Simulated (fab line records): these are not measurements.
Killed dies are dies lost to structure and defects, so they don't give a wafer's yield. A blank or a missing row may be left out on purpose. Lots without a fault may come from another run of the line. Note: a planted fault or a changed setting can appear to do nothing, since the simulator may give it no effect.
One fault through the eyes of 2 desks	flow berkeley_cmos170	every desk sees just its own numbers, and what lay behind them comes last

TOOL OWNER'S DESK, furnace-02
The tool's own readings at UCB170_WELLDRIVE_OXIDATION_01 (target thk 199 nm, ox time 9000 s): means of the sampled wafers that have a number, for each lot that ran on this tool. Marked OUT: a lot whose mean sits more than 4 standard deviations from the usual mean, which makes it out of limits; the brackets give that distance.
Columns: A = spike_tc_centre_C at UCB170_WELLDRIVE_OXIDATION_01, usual 1102.1 C; B = spike_tc_load_C at UCB170_WELLDRIVE_OXIDATION_01, usual 1130.2 C; C = spike_tc_source_C at UCB170_WELLDRIVE_OXIDATION_01, usual 1125.4 C
lot	first seen here	A	B	C
L249	day 3 10:12	1100.8	1128.6	1125.6
L255	day 4 08:02	1101.2	1127.0	1126.0
L260	day 5 14:10	1100.8	1128.9	1125.5
L261	day 5 14:10	1101.1	1129.0	1124.1
L263	day 6 08:46	1086.2 (-12) OUT	1111.3 (-6.3) OUT	1108.1 (-16) OUT
L264	day 6 08:46	1084.7 (-13) OUT	1112.1 (-6.0) OUT	1110.1 (-14) OUT
This desk's finding: out of limits on L263, L264; first on L263, day 6 08:46 (spike_tc_centre_C at UCB170_WELLDRIVE_OXIDATION_01). L249, L255, L260, L261: within limits.

AT THE METROLOGY DESK
Lot by lot, what the gauges showed, no matter which tool ran the lot: averages of those sampled wafers that carry a number. Marked OUT: a lot whose mean sits more than 4 standard deviations from the usual mean, which makes it out of limits; the brackets give that distance.
Columns: A = NWELL_OVL at UCB170_NWELL_OVL_MEAS_12, usual 4 nm; B = WELLDRIVE_OXIDE_THK at UCB170_WELLDRIVE_THK_MEAS_02, usual 199 nm; C = ACTIVE_OVL at UCB170_ACTIVE_OVL_MEAS_14, usual -1 nm
lot	first seen here	A	B	C
L249	day 2 07:01	2	199	-0
L250	day 2 17:26	2	202	-3
L255	day 3 09:19	4	203	-1
L257	day 3 22:03	4	198	-2
L258	day 4 01:05	10	196	-4
L260	day 4 13:11	11	198	-4
L261	day 4 13:17	4	195	2
L263	day 5 07:15	0	182 (-5.1) OUT	2
L264	day 5 12:02	-1	181 (-5.4) OUT	-9
L266	day 5 16:27	3	196	-7
L267	day 5 20:47	5	196	6
L270	day 6 14:29	8	197	-3
L271	day 6 23:01	-1	194	3
L272	day 7 06:08	5	196	2
This desk finds L263, L264 out of limits, with the earliest case on L263 at day 6 12:16 (WELLDRIVE_OXIDE_THK at UCB170_WELLDRIVE_THK_MEAS_02). L249, L250, L255, L257, L258, L260, L261, L266, L267, L270, L271, L272: within limits.

BROUGHT TOGETHER
The tool owner's desk had the chance to raise an alarm at day 6 08:46 on L263, L264.
At day 6 12:16 the metrology desk could have sounded an alarm, on L263, L264.
UCB170_WELLDRIVE_OXIDATION_01 was run on furnace-02 by each of the lots named.

WHAT HAD BEEN PUT IN BY THE SIMULATOR
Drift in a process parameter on furnace-02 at UCB170_WELLDRIVE_OXIDATION_01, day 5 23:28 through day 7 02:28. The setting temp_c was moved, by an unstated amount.
Struck lots among those shown: L263, L264.
Fault start to first reading out of limits, in hours, per desk: tool owner, 9; metrology, 13.
